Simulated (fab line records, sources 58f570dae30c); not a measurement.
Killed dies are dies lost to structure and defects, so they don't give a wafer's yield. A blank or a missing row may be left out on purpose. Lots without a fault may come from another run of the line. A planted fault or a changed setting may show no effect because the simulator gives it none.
fab line records | flow berkeley_cmos170
record lots=5 wafers=23
route steps=331 shown ZERO@7 NWELL@21 WELLDRIVE@56 ACTIVE@71 PFIELD@86 SACOX@98 NVT@111 PLDD@148 NLDD@159
start_h: hours from the record's first day to the start of the lot's first wafer shown | wait_h: hours since the lot's step before | " the same as in the row above | L1.1+2: a row that stands for several wafers | - no value, or no start given | * or withheld: withheld | < > ~ a bound
route shown NAME@n: a module of which the file shows steps, and the number in the route of the first | usual: mean/standard deviation of fault-free wafers | same: alike in all rows | chamber/n: place in a boat | sites: the reading at each site | _std_site: their standard deviation | _edge_site: outer sites' mean less inner sites' | radius_mm: how far each site lies from the wafer's centre | mask NAME#n: copy n | behind: the tool/chamber that last shaped the wafer | hold: why the lot was held/for how many hours/how that ended | device: the transistor (n, p or np) that didn't switch | end of line: the same wafers' tests at the end of the route | a step without rows: its recipe alone | killed: dies lost to structure and defects at the first sort, not the wafer's yield | map: a wafer's dies, x killed, . not, _ none there
set.NAME: the setting as run; set.NAME@STEP: as run at that earlier step | model.NAME: the simulator's own value behind a step, which no gauge read
lots whose settings were changed on purpose; a table a step, a row a wafer
## steps
# step UCB170_ZERO_COAT_01
# recipe resist=KrF spin_rpm=1500 resist_thk_nm=900
# columns lot.wafer tool chamber start_h wait_h set.resist_thk_nm model.KrF_of_ZERO_COAT_01.thk_nm
L075.1 litho_track-04 0 26.42 0.1 876.8 875.3
L075.2 " 0 " " 876.8 875
L075.3 " 0 " " 900 899.6
L075.4 " 0 " " 876.8 876.9
L075.6 " 0 " " 900 898.2
L077.1 litho_track-03 0 32.92 0.1 900 897.8
L077.2 " 0 " " 900 901.2
L077.3 " 0 " " 900 901.4
L077.5 " 0 " " 900 902.3
L077.6 " 0 " " 900 899.7
L080.1 litho_track-01 0 53.74 0.1 939.8 945.1
L080.3 " 0 " " 939.8 940.8
L080.4 " 0 " " 900 902.6
L080.5 " 0 " " 939.8 944.6
L080.6 " 0 " " 900 902.2
L081.1 litho_track-01 0 57.93 0.1 931 934.9
L081.2 " 0 " " 900 900.9
L081.3 " 0 " " 900 901.5
L081.4 " 0 " " 900 903.2
L081.6 " 0 " " 931 932.6
L082.1 litho_track-03 0 57.93 0.1 900 894.7
L082.2 " 0 " " 900 896.2
L082.5 " 0 " " 900 894.2
# step UCB170_ZERO_DEVELOP_05
# recipe developer=TMAH develop_time_s=45 resist=KrF dev_temp_c=21
# columns lot.wafer tool chamber start_h wait_h set.dev_temp_c
L075.1+3+4 litho_track-01 0 - - 21
L075.2+6 " 0 " " 18.5
L077.1+3 litho_track-04 0 - - 19.5
L077.2+5+6 " 0 " " 21
L080.1+3+4+5+6 litho_track-03 0 - - 21
L082.1+2+5 litho_track-01 0 - - 21
L081.1+2+3 litho_track-04 0 - - 23.84
L081.4+6 " 0 " " 21
# step UCB170_ZERO_ETCH_06
# recipe chemistry=CHF3/CF4/Ar target=SiO2 time_s=12 pressure_mtorr=100 rf_w=500 CHF3_flow_sccm=50 cf4_flow_sccm=10 Ar_flow_sccm=120 over_etch_frac=1.707
# step UCB170_ZERO_STRIP_07
# recipe chemistry=O2 power_w=400 pressure_mtorr=3500 platen_temp_c=withheld o2_flow_sccm=400 overash_fraction=0.5
# usual strip_time_to_endpoint_s=21.46/0.064
# columns lot.wafer tool chamber start_h wait_h set.resist_thk_nm@ZERO_COAT_01 strip_time_to_endpoint_s
L075.1 plasma_asher-03 0 27.26 0.0 876.8 20.87
L075.2 " 1 " " 876.8 20.87
L075.3 " 0 " " 900 21.45
L075.4 " 1 " " 876.8 20.92
L075.6 " 0 " " 900 21.44
L077.1 plasma_asher-03 0 34.00 0.0 900 21.42
L077.2 " 1 " " 900 21.49
L077.3 " 1 " " 900 21.50
L077.5 " 0 " " 900 21.53
L077.6 " 1 " " 900 21.46
L080.1 plasma_asher-01 0 54.65 0.0 939.8 22.52
L080.3 " 1 " " 939.8 22.42
L080.4 " 0 " " 900 21.54
L080.5 " 1 " " 939.8 22.51
L080.6 " 0 " " 900 21.51
L082.1 plasma_asher-03 0 58.97 0.0 900 21.34
L082.2 " 1 " " 900 21.36
L082.5 " 1 " " 900 21.32
L081.1 plasma_asher-04 1 59.24 0.0 931 22.31
L081.2 " 0 " " 900 21.50
L081.3 " 0 " " 900 21.51
L081.4 " 1 " " 900 21.56
L081.6 " 0 " " 931 22.23
# step UCB170_NWELL_COAT_07
# recipe resist=KrF spin_rpm=1500 resist_thk_nm=900
# columns lot.wafer tool chamber start_h wait_h set.spin_rpm model.KrF_of_NWELL_COAT_07.thk_nm
L075.1 litho_track-01 0 44.96 0.1 1500 900.4
L075.2 " 0 " " 1500 902
L075.3 " 0 " " 1500 900.6
L075.4 " 0 " " 1500 898.9
L075.6 " 0 " " 1500 903.8
L077.1 litho_track-04 0 45.34 0.1 1500 899.1
L077.2 " 0 " " 1500 900.4
L077.3 " 0 " " 1500 898.3
L077.5 " 0 " " 1439 917.4
L077.6 " 0 " " 1439 917.5
L080.1+4 litho_track-04 0 66.09 0.1 1453 916.6
L080.3 " 0 " " 1500 899.8
L080.5 " 0 " " 1500 902.3
L080.6 " 0 " " 1500 902.2
L082.1 litho_track-01 0 72.38 0.1 1500 903.7
L082.2 " 0 " " 1500 906.5
L082.5 " 0 " " 1500 904.6
L081.1 litho_track-04 0 72.39 0.1 1500 901.3
L081.2 " 0 " " 1500 900.4
L081.3 " 0 " " 1447 917.6
L081.4 " 0 " " 1500 900.9
L081.6 " 0 " " 1447 917.1
# step UCB170_NWELL_ETCH_13
# recipe chemistry=CH3F/Ar/O2 target=Si3N4 stop_on=SiO2 CH3F_flow_sccm=20 Ar_flow_sccm=50 O2_flow_sccm=7 pressure_mtorr=50 rf_w=450 target_depth_a=2464 over_etch_frac=0.1 time_s=154
# columns lot.wafer tool chamber start_h wait_h set.over_etch_frac set.spin_rpm@NWELL_COAT_07 model.KrF_of_NWELL_COAT_07.thk_nm
L075.1 rie_diel-03 1 46.11 0.0 0.07351 1500 723.3
L075.2 " 0 " " 0.1 1500 721.7
L075.3 " 2 " " 0.1 1500 718.9
L075.4 " 3 " " 0.07351 1500 722.3
L075.6 " 0 " " 0.07351 1500 728.4
L077.1 rie_diel-02 1 46.29 0.0 0.08428 1500 726.5
L077.2 " 2 " " 0.08428 1500 726.7
L077.3 " 0 " " 0.1 1500 722.2
L077.5 " 3 " " 0.1 1439 738.2
L077.6 " 0 " " 0.08428 1439 742.4
L080.1 rie_diel-02 0 67.20 0.0 0.1 1453 740.6
L080.3 " 2 " " 0.1 1500 724.3
L080.4 " 1 " " 0.1 1453 740.2
L080.5 " 3 " " 0.1 1500 725
L080.6 " 0 " " 0.1 1500 726.6
L082.1 rie_diel-03 3 73.46 0.0 0.1 1500 724.7
L082.2 " 0 " " 0.1 1500 726.8
L082.5 " 1 " " 0.1 1500 724.5
L081.1 rie_diel-02 1 73.71 0.0 0.1 1500 724.1
L081.2 " 2 " " 0.1 1500 726.5
L081.3 " 0 " " 0.1 1447 741.3
L081.4 " 3 " " 0.1 1500 722.3
L081.6 " 1 " " 0.1 1447 740.3
# step UCB170_NWELL_IMPLANT_14
# recipe species=P dose_cm2=1e+13 energy_kev=150 tilt_deg=7
# step UCB170_NWELL_STRIP_15
# recipe chemistry=O2 power_w=400 pressure_mtorr=3500 platen_temp_c=withheld o2_flow_sccm=400 overash_fraction=0.5
# usual strip_time_to_endpoint_s=18.03/0.079
# columns lot.wafer tool chamber start_h wait_h set.spin_rpm@NWELL_COAT_07 strip_time_to_endpoint_s
L075.1 plasma_asher-04 0 46.36 0.1 1500 18.06
L075.2 " 1 " " 1500 18.01
L075.3 " 1 " " 1500 17.94
L075.4 " 0 " " 1500 18.03
L075.6 " 0 " " 1500 18.18
L077.1 plasma_asher-02 0 46.55 0.1 1500 18.13
L077.2 " 1 " " 1500 18.15
L077.3 " 0 " " 1500 18.04
L077.5 " 1 " " 1439 18.41
L077.6 " 0 " " 1439 18.52
L080.1 plasma_asher-01 1 67.46 0.1 1453 18.47
L080.3 " 1 " " 1500 18.08
L080.4 " 0 " " 1453 18.46
L080.5 " 1 " " 1500 18.09
L080.6 " 0 " " 1500 18.14
L082.1 plasma_asher-04 0 73.71 0.1 1500 18.08
L082.2 " 1 " " 1500 18.15
L082.5 " 1 " " 1500 18.08
L081.1 plasma_asher-02 0 73.96 0.1 1500 18.07
L081.2 " 1 " " 1500 18.11
L081.3 " 1 " " 1447 18.49
L081.4 " 0 " " 1500 18.03
L081.6 " 0 " " 1447 18.45
# step UCB170_WELLDRIVE_OXIDATION_01
# recipe temp_c=1100 ambient=O2 target_thk_a=1990 ox_time_s=9000
# columns lot.wafer tool chamber start_h wait_h set.ox_time_s model.SiO2_of_WELLDRIVE_OXIDATION_01.thk_nm
L075.1 - - - 3.2 8342 190.1
L075.2 " - " " 8342 193.1
L075.3 " - " " 8342 191.2
L075.4 " - " " 8342 188.8
L075.6 " - " " 8342 191.7
L077.1 - - - 3.2 9000 205.1
L077.2 " - " " 9000 203.1
L077.3 " - " " 9000 199.5
L077.5 " - " " 9000 203
L077.6 " - " " 9000 202.8
L080.1 - - - 7.3 8327 195.2
L080.3 " - " " 8327 190
L080.4 " - " " 8327 190.3
L080.5 " - " " 8327 193.8
L080.6 " - " " 8327 189.2
L081.1+6 - - - 1.3 9000 200.3
L081.2+3 " - " " 9000 200
L081.4 " - " " 9000 200.1
L082.1 furnace-02 0 102.12 1.9 9000 203.5
L082.2 " 0 " " 9000 204.1
L082.5 " 0 " " 9000 202.3
# step UCB170_ACTIVE_PEB_11
# recipe peb_temp_c=130 peb_time_s=withheld resist=KrF
# columns lot.wafer tool chamber start_h wait_h set.peb_temp_c
L077.1+2+3+5+6 litho_track-04 0 111.66 0.7 130
L075.1+4 litho_track-03 0 111.83 0.8 132.7
L075.2+3+6 " 0 " " 130
L080.1+5+6 litho_track-04 0 138.09 0.4 130
L080.3+4 " 0 " " 127.8
L082.1+2+5 litho_track-04 0 138.37 0.6 130
L081.1+4+6 litho_track-03 0 138.63 0.5 126.3
L081.2+3 " 0 " " 130
# step UCB170_ACTIVE_DEVELOP_12
# recipe developer=TMAH develop_time_s=45 resist=KrF dev_temp_c=21
# step UCB170_ACTIVE_CD_MEAS_13
# recipe target_cd_nm=1200
# usual cd_nm=1200.5/1.2
# columns lot.wafer tool chamber start_h wait_h set.peb_temp_c@ACTIVE_PEB_11 cd_nm
L077.1 cd_sem-01 - 111.93 - 130 1201.2
L077.2 " - " " 130 1200.8
L077.3 " - " " 130 1200.8
L077.5 " - " " 130 1199.5
L077.6 " - " " 130 1200.2
L075.1 cd_sem-01 - 112.11 - 132.7 1186.1
L075.2 " - " " 130 1201.2
L075.3 " - " " 130 1200.6
L075.4 " - " " 132.7 1185.4
L075.6 " - " " 130 1199.5
L080.1 cd_sem-01 - 138.37 - 130 1200.7
L080.3 " - " " 127.8 1217.0
L080.4 " - " " 127.8 1215.5
L080.5 " - " " 130 1199.5
L080.6 " - " " 130 1200.4
L082.1 cd_sem-02 - 138.64 - 130 1199.1
L082.2 " - " " 130 1200.2
L082.5 " - " " 130 1198.6
L081.1 cd_sem-01 - 138.90 - 126.3 1229.6
L081.2 " - " " 130 1200.8
L081.3 " - " " 130 1198.7
L081.4 " - " " 126.3 1230.0
L081.6 " - " " 126.3 1229.7
# step UCB170_ACTIVE_ETCH_15
# recipe chemistry=CH3F/Ar/O2 target=Si3N4 stop_on=SiO2 CH3F_flow_sccm=20 Ar_flow_sccm=50 O2_flow_sccm=7 pressure_mtorr=50 rf_w=450 target_depth_a=2420 over_etch_frac=0.1 time_s=151
# columns lot.wafer tool chamber start_h wait_h set.time_s set.peb_temp_c@ACTIVE_PEB_11 model.ACTIVE.cd_nm
L077.1+2+3 rie_diel-04 3,2,1 112.09 0.0 151 130 1201
L077.5 " 1 " " 151 130 1199
L077.6 " 2 " " 151 130 1200
L075.1 rie_diel-01 3 112.26 0.0 140 132.7 1186
L075.2 " 1 " " 151 130 1201
L075.3+6 " 0,3 " " 140 130 1200
L075.4 " 2 " " 151 132.7 1185
L080.1 rie_diel-02 1 138.52 0.0 151 130 1201
L080.3 " 2 " " 157.5 127.8 1217
L080.4 " 0 " " 151 127.8 1216
L080.5 " 1 " " 151 130 1200
L080.6 " 0 " " 157.5 130 1200
L082.1 rie_diel-01 0 138.80 0.0 151 130 1199
L082.2 " 3 " " 151 130 1200
L082.5 " 2 " " 151 130 1198
L081.1+4+6 rie_diel-02 3,2,3 139.06 0.0 151 126.3 1230
L081.2 " 0 " " 151 130 1201
L081.3 " 1 " " 151 130 1199
# step UCB170_ACTIVE_STRIP_16
# recipe chemistry=O2 power_w=400 pressure_mtorr=3500 platen_temp_c=withheld o2_flow_sccm=400 overash_fraction=0.5
# step UCB170_ACTIVE_CD_MEAS_90
# recipe target_cd_nm=1200
# usual cd_nm=1200.6/1.2
# columns lot.wafer tool chamber start_h wait_h set.peb_temp_c@ACTIVE_PEB_11 cd_nm
L077.1 cd_sem-01 - 112.29 0.1 130 1201.2
L077.2 " - " " 130 1201.0
L077.3 " - " " 130 1200.8
L077.5 " - " " 130 1199.4
L077.6 " - " " 130 1200.3
L075.1 cd_sem-02 - 112.46 0.1 132.7 1186.2
L075.2 " - " " 130 1201.4
L075.3 " - " " 130 1200.4
L075.4 " - " " 132.7 1185.2
L075.6 " - " " 130 1200.3
L080.1 cd_sem-01 - 138.73 0.1 130 1200.5
L080.3 " - " " 127.8 1217.1
L080.4 " - " " 127.8 1215.8
L080.5 " - " " 130 1200.4
L080.6 " - " " 130 1200.4
L082.1 cd_sem-02 - 139.00 0.1 130 1198.8
L082.2 " - " " 130 1200.2
L082.5 " - " " 130 1198.3
L081.1 cd_sem-01 - 139.30 0.1 126.3 1229.8
L081.2 " - " " 130 1200.9
L081.3 " - " " 130 1199.2
L081.4 " - " " 126.3 1230.2
L081.6 " - " " 126.3 1229.9
# step UCB170_PFIELD_IMPLANT_07
# recipe species=B dose_cm2=2e+13 energy_kev=80 tilt_deg=7
# columns lot.wafer tool chamber start_h wait_h set.energy_kev model.implant.rp_nm model.implant.drp_nm
L077.1+6 implanter-04 0 116.06 0.0 80 266.6 74.86
L077.2+3+5 " 0 " " 83.54 276.4 76.39
L075.1+2+3 implanter-03 0 116.61 0.0 75.9 252.6 72.96
L075.4+6 " 0 " " 80 263.3 74.86
L080.1+3 implanter-03 0 141.37 0.2 80 269.9 74.86
L080.4+5+6 " 0 " " 76.35 260.2 73.17
L082.1+2+5 implanter-04 0 141.82 0.0 80 254.4 74.86
L081.1+3+4 implanter-03 0 142.09 0.0 80 266.1 74.86
L081.2+6 " 0 " " 81.4 269.9 75.47
# step UCB170_SACOX_OXIDATION_01
# recipe temp_c=900 ambient=O2 target_thk_a=144 ox_time_s=2400
# columns lot.wafer tool chamber start_h wait_h set.temp_c model.SiO2_of_SACOX_OXIDATION_01.thk_nm
L075.1+4 - - - 5.7 888.9 12.81
L075.2+3 " - " " 888.9 12.72
L075.6 " - " " 888.9 12.97
L077.1 - - - 5.7 909.9 16.36
L077.2 " - " " 909.9 16.19
L077.3 " - " " 909.9 16.41
L077.5 " - " " 909.9 16.23
L077.6 " - " " 909.9 16.27
L080.1 - - - 2.8 926.1 18.95
L080.3 " - " " 926.1 18.85
L080.4 " - " " 926.1 18.91
L080.5 " - " " 926.1 18.57
L080.6 " - " " 926.1 18.7
L081.1+3 - - - 2.8 900 14.64
L081.2 " - " " 900 14.73
L081.4 " - " " 900 14.86
L081.6 " - " " 900 14.74
L082.1 furnace-02 0 164.85 2.8 900 14.32
L082.2 " 0 " " 900 14.11
L082.5 " 0 " " 900 14.15
# step UCB170_SACOX_THK_MEAS_02
# recipe reads=SiO2_of_SACOX_OXIDATION_01
# usual SACOX_OXIDE_THK=14.41/0.25
# columns lot.wafer tool chamber start_h wait_h set.temp_c@SACOX_OXIDATION_01 SACOX_OXIDE_THK[nm]
L075.1 film_metro-04 - - - 888.9 12.83
L075.2 " - " " 888.9 12.74
L075.3 " - " " 888.9 12.75
L075.4 " - " " 888.9 12.77
L075.6 " - " " 888.9 12.93
L077.1 film_metro-01 - - - 909.9 16.34
L077.2 " - " " 909.9 16.19
L077.3 " - " " 909.9 16.36
L077.5 " - " " 909.9 16.19
L077.6 " - " " 909.9 16.28
L080.1 film_metro-04 - - - 926.1 18.96
L080.3 " - " " 926.1 18.83
L080.4 " - " " 926.1 18.91
L080.5 " - " " 926.1 18.58
L080.6 " - " " 926.1 18.71
L081.1 film_metro-01 - - - 900 14.67
L081.2 " - " " 900 14.71
L081.3 " - " " 900 14.67
L081.4 " - " " 900 14.84
L081.6 " - " " 900 14.73
L082.1 film_metro-04 - 166.58 0.1 900 14.28
L082.2 " - " " 900 14.09
L082.5 " - " " 900 14.18
# step UCB170_NVT_IMPLANT_07
# recipe species=BF2 dose_cm2=3e+12 energy_kev=50 tilt_deg=7
# columns lot.wafer tool chamber start_h wait_h set.dose_cm2
L077.1+2+3+5+6 implanter-04 0 164.00 0.0 3e+12
L075.1+4+6 implanter-01 0 164.27 0.0 2.891e+12
L075.2+3 " 0 " " 3e+12
L082.1+2+5 implanter-03 0 176.24 0.0 3e+12
L081.1+2+3+4+6 implanter-04 0 176.69 0.0 3e+12
L080.1+4+6 implanter-03 0 176.82 0.0 2.8e+12
L080.3+5 " 0 " " 3e+12
# step UCB170_NVT_STRIP_08
# recipe chemistry=O2 power_w=400 pressure_mtorr=3500 platen_temp_c=withheld o2_flow_sccm=400 overash_fraction=0.5
# step UCB170_NVT_TW_MEAS_09
# usual NVT_TW=522/5.3
# columns lot.wafer tool chamber start_h wait_h set.dose_cm2@NVT_IMPLANT_07 NVT_TW
L077.1 film_metro-04 - 164.25 0.1 3e+12 523
L077.2 " - " " 3e+12 523
L077.3 " - " " 3e+12 524
L077.5 " - " " 3e+12 518
L077.6 " - " " 3e+12 521
L075.1 film_metro-03 - 164.52 0.1 2.891e+12 511
L075.2 " - " " 3e+12 517
L075.3 " - " " 3e+12 518
L075.4 " - " " 2.891e+12 513
L075.6 " - " " 2.891e+12 510
L082.1 film_metro-03 - 176.49 0.1 3e+12 514
L082.2 " - " " 3e+12 513
L082.5 " - " " 3e+12 513
L081.1 film_metro-03 - 176.94 0.1 3e+12 514
L081.2 " - " " 3e+12 514
L081.3 " - " " 3e+12 517
L081.4 " - " " 3e+12 517
L081.6 " - " " 3e+12 515
L080.1 film_metro-04 - 177.07 0.1 2.8e+12 513
L080.3 " - " " 3e+12 524
L080.4 " - " " 2.8e+12 516
L080.5 " - " " 3e+12 523
L080.6 " - " " 2.8e+12 514
# step UCB170_PLDD_EXPOSE_03
# recipe mask_id=PSELECT na=0.5 sigma_outer=0.6 source_shape=conventional target_cd_nm=1200 dose_mj=30
# columns lot.wafer tool chamber start_h wait_h mask set.dose_mj
L075.1+4 krf_scanner-02 0 180.33 0.1 PSELECT#0 31.23
L075.2+3+6 " 0 " " PSELECT#0 30
L077.1+2+3+5+6 krf_scanner-02 0 180.44 0.2 PSELECT#0 30
L082.1+2+5 krf_scanner-02 0 198.38 0.3 PSELECT#0 30
L080.1+3+4 krf_scanner-02 0 198.59 0.1 PSELECT#0 30.84
L080.5+6 " 0 " " PSELECT#0 30
L081.1+2+3+4+6 krf_scanner-01 0 198.95 0.4 PSELECT#0 30
# step UCB170_PLDD_DEVELOP_05
# recipe developer=TMAH develop_time_s=45 resist=KrF dev_temp_c=21
# columns lot.wafer tool chamber start_h wait_h set.dev_temp_c
L075.1+2+4 litho_track-04 0 - - 21
L075.3+6 " 0 " " 23.8
L077.1+3 litho_track-03 0 - - 21
L077.2+5+6 " 0 " " 19.69
L082.1+2+5 litho_track-01 0 - - 21
L080.1+4 litho_track-03 0 - - 24.42
L080.3+5+6 " 0 " " 21
L081.1+2+3 litho_track-04 0 - - 21
L081.4+6 " 0 " " 24.01
# step UCB170_PLDD_CD_MEAS_06
# recipe target_cd_nm=1200
# usual cd_nm=1199.8/1.5
# columns lot.wafer tool chamber start_h wait_h set.dose_mj@PLDD_EXPOSE_03 cd_nm
L075.1 cd_sem-01 - 180.72 - 31.23 1207.1
L075.2 " - " " 30 1198.7
L075.3 " - " " 30 1197.6
L075.4 " - " " 31.23 1206.1
L075.6 " - " " 30 1199.2
L077.1 cd_sem-02 - 180.84 - 30 1197.4
L077.2 " - " " 30 1196.8
L077.3 " - " " 30 1196.4
L077.5 " - " " 30 1197.0
L077.6 " - " " 30 1197.0
L082.1 cd_sem-02 - 198.87 - 30 1199.8
L082.2 " - " " 30 1198.8
L082.5 " - " " 30 1200.2
L080.1 cd_sem-02 - 199.37 - 30.84 1205.0
L080.3 " - " " 30.84 1204.7
L080.4 " - " " 30.84 1204.4
L080.5 " - " " 30 1199.1
L080.6 " - " " 30 1199.9
L081.1 cd_sem-02 - 199.61 - 30 1200.3
L081.2 " - " " 30 1200.3
L081.3 " - " " 30 1200.4
L081.4 " - " " 30 1201.1
L081.6 " - " " 30 1198.7
# step UCB170_NLDD_COAT_01
# recipe resist=KrF spin_rpm=1500 resist_thk_nm=900
# columns lot.wafer tool chamber start_h wait_h set.resist_thk_nm model.KrF_of_NLDD_COAT_01.thk_nm
L075.1 litho_track-04 0 181.66 0.1 900 899.9
L075.2 " 0 " " 900 901.3
L075.3 " 0 " " 900 900.4
L075.4 " 0 " " 900 901.2
L075.6 " 0 " " 900 900.2
L077.1 litho_track-02 0 181.79 0.1 900 901.5
L077.2 " 0 " " 900 899.7
L077.3 " 0 " " 944 944.8
L077.5 " 0 " " 944 944.7
L077.6 " 0 " " 900 900.3
L082.1 litho_track-04 0 199.82 0.1 900 899.3
L082.2 " 0 " " 900 902.8
L082.5 " 0 " " 900 901.2
L080.1 litho_track-01 0 200.32 0.1 900 900.9
L080.3 " 0 " " 900 898.6
L080.4 " 0 " " 900 898.3
L080.5 " 0 " " 900 897.5
L080.6 " 0 " " 900 902.5
L081.1 litho_track-02 0 200.96 0.1 900 902.5
L081.2 " 0 " " 846.8 846.4
L081.3 " 0 " " 846.8 847.2
L081.4 " 0 " " 900 904.3
L081.6 " 0 " " 846.8 850.6
## key
split step=UCB170_ZERO_COAT_01 setting=resist_thk_nm stated=900 by=wafer
response step=UCB170_ZERO_COAT_01 reading=model.KrF_of_ZERO_COAT_01.thk_nm change=+9.23 per=1% r=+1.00
response step=UCB170_ZERO_STRIP_07 reading=strip_time_to_endpoint_s change=* per=1% r=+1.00
split step=UCB170_ZERO_DEVELOP_05 setting=dev_temp_c stated=21 by=wafer
response none clear
split step=UCB170_NWELL_COAT_07 setting=spin_rpm stated=1500 by=wafer
response step=UCB170_NWELL_COAT_07 reading=model.KrF_of_NWELL_COAT_07.thk_nm change=-4.64 per=1% r=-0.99
response step=UCB170_NWELL_ETCH_13 reading=model.KrF_of_NWELL_COAT_07.thk_nm change=-4.31 per=1% r=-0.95
response step=UCB170_NWELL_STRIP_15 reading=strip_time_to_endpoint_s change=* per=1% r=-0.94
split step=UCB170_NWELL_ETCH_13 setting=over_etch_frac stated=0.1 by=wafer
response none clear
split step=UCB170_WELLDRIVE_OXIDATION_01 setting=ox_time_s stated=9000 by=lot
response step=UCB170_WELLDRIVE_OXIDATION_01 reading=model.SiO2_of_WELLDRIVE_OXIDATION_01.thk_nm change=+1.42 per=1% r=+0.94
split step=UCB170_ACTIVE_PEB_11 setting=peb_temp_c stated=130 by=wafer
response step=UCB170_ACTIVE_CD_MEAS_13 reading=cd_nm change=-9.36 per=1% r=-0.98
response step=UCB170_ACTIVE_ETCH_15 reading=model.ACTIVE.cd_nm change=-9.33 per=1% r=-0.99
response step=UCB170_ACTIVE_CD_MEAS_90 reading=cd_nm change=-9.39 per=1% r=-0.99
split step=UCB170_ACTIVE_ETCH_15 setting=time_s stated=151 by=wafer
response none clear
split step=UCB170_PFIELD_IMPLANT_07 setting=energy_kev stated=80 by=wafer
response step=UCB170_PFIELD_IMPLANT_07 reading=model.implant.rp_nm change=+2.14 per=1% r=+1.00
response step=UCB170_PFIELD_IMPLANT_07 reading=model.implant.drp_nm change=+0.362 per=1% r=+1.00
split step=UCB170_SACOX_OXIDATION_01 setting=temp_c stated=900 by=lot
response step=UCB170_SACOX_OXIDATION_01 reading=model.SiO2_of_SACOX_OXIDATION_01.thk_nm change=+1.46 per=1% r=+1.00
response step=UCB170_SACOX_THK_MEAS_02 reading=SACOX_OXIDE_THK change=+1.46 per=1% r=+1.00
split step=UCB170_NVT_IMPLANT_07 setting=dose_cm2 stated=3e+12 by=wafer
response step=UCB170_NVT_TW_MEAS_09 reading=NVT_TW change=+1.49 per=1% r=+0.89
split step=UCB170_PLDD_EXPOSE_03 setting=dose_mj stated=30 by=wafer
response step=UCB170_PLDD_CD_MEAS_06 reading=cd_nm change=+1.94 per=1% r=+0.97
split step=UCB170_PLDD_DEVELOP_05 setting=dev_temp_c stated=21 by=wafer
response none clear
split step=UCB170_NLDD_COAT_01 setting=resist_thk_nm stated=900 by=wafer
response step=UCB170_NLDD_COAT_01 reading=model.KrF_of_NLDD_COAT_01.thk_nm change=+9.24 per=1% r=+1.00
